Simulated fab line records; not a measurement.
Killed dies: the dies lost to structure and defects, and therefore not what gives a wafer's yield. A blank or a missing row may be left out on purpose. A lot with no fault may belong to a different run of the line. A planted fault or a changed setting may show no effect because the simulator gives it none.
Problem report, 8D (eight disciplines) form, completed by code :: flow berkeleyCmos170 :: the parts of the form that need people (team, actions taken, sign-off) are left out

1. PROBLEM STATEMENT
V2_TEOS_THK at UCB170_V2_THK_MEAS_01 reads a mean of 2785 nm on 2 wafers of 1 lot; wafers without a fault read 1993 nm with a standard deviation of 26. That puts it +30 standard deviations away from the usual mean.
The first sign was on wafer L969.1 at day 11 17:54, on filmMetro-01. The record holds 39 wafers of 13 lots with a number at this step. By rule, "out" or "out of limits" means more than 4 standard deviations away from the usual mean. All remaining wafers that have a number are taken as sound.

2. WHAT IT IS, WHAT IT ISN'T
question: which readings at this step
is: V2_TEOS_THK
is not: -

question: which lots
is: L969
is not: L952, L953, L956, L957, L959, L962, L963, L964, L965, L966, L968, L974

question: which wafers of those lots
is: L969.1, L969.6
is not: L969.5

question: read on which gauges
is: filmMetro-01
is not: filmMetro-02, filmMetro-03

question: when
is: from day 11 17:54
is not: up to then (34 sound wafers); but 3 sound wafers of L974 came after

3. SUSPECTS, AND WHAT RULES EACH OUT
Counting: if a tool at a process step up to the reading ran every lot that is out, it stays a suspect. Sound lots after the first of them don't rule it out here, since some wafers of a struck lot are sound.
- the gauge at UCB170_V2_THK_MEAS_01 has been ruled out. All the wafers that are out were read on filmMetro-01, but those of them that UCB170_V2_CVD_00 has rows for are out there too, on other tools.
- pecvd-02 at UCB170_V2_CVD_00 (deposits SiO2 from TEOS/O2, target thk 2000 nm, time 250 s): kept. The lot that is out, L969, ran on it at day 11 17:40; the last sound lot it ran before that was L966, at day 10 13:58. Out on those wafers are its own readings of runLengthS.
- The sound lot-mates ran in chamber 2 of pecvd-02 at UCB170_V2_CVD_00, but the wafers that are out ran in chamber 0.
After counting, what remains is pecvd-02 at UCB170_V2_CVD_00.

4. THE CAUSE (what the simulator had put in)
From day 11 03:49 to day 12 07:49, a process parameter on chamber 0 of pecvd-02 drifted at UCB170_V2_CVD_00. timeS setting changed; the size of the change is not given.
Only this tool survived the counting.

5. THE CHAIN OF EFFECTS, in route order
Each row: a reading whose mean over the struck wafers that have a number lies more than 3 standard deviations from the usual. Readings are gone through only where the record gives a usual standard deviation; hours: the median, over the lots, of the time from a lot's start at the first step in this table giving one to that lot's start at this step; sigmas: the change measured in usual standard deviations.
hours: 0
step: UCB170_V2_CVD_00
reading: runLengthS
usual: 277.5 s
on struck wafers: 374.8
change: +97.2
sigmas: +99 or more

hours: 0
step: UCB170_V2_THK_MEAS_01
reading: V2_TEOS_THK
usual: 1993 nm
on struck wafers: 2785
change: +792
sigmas: +30
Process steps it contains:
- UCB170_V2_CVD_00: deposits SiO2 from TEOS/O2, target thk 2000 nm, time 250 s.
Later measuring or inspecting steps at which every struck wafer that the step has a row for has a number for every such reading, and none has moved that far: UCB170_M3_CD_MEAS_90.

6. HOW IT WOULD HAVE BEEN CAUGHT EARLIER
In this record the first reading out of limits at a measuring or inspecting step was taken at day 11 17:54, 14 hours after the fault began at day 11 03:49.
Tool's own readings at UCB170_V2_CVD_00, runLengthS: out on all struck wafers the step has rows for; an alarm limit on them would have tripped on the first.
By day 11 17:54, every lot that is out (1) had started UCB170_V2_CVD_00 on pecvd-02. None of them would have been spared by holding the tool at that moment.
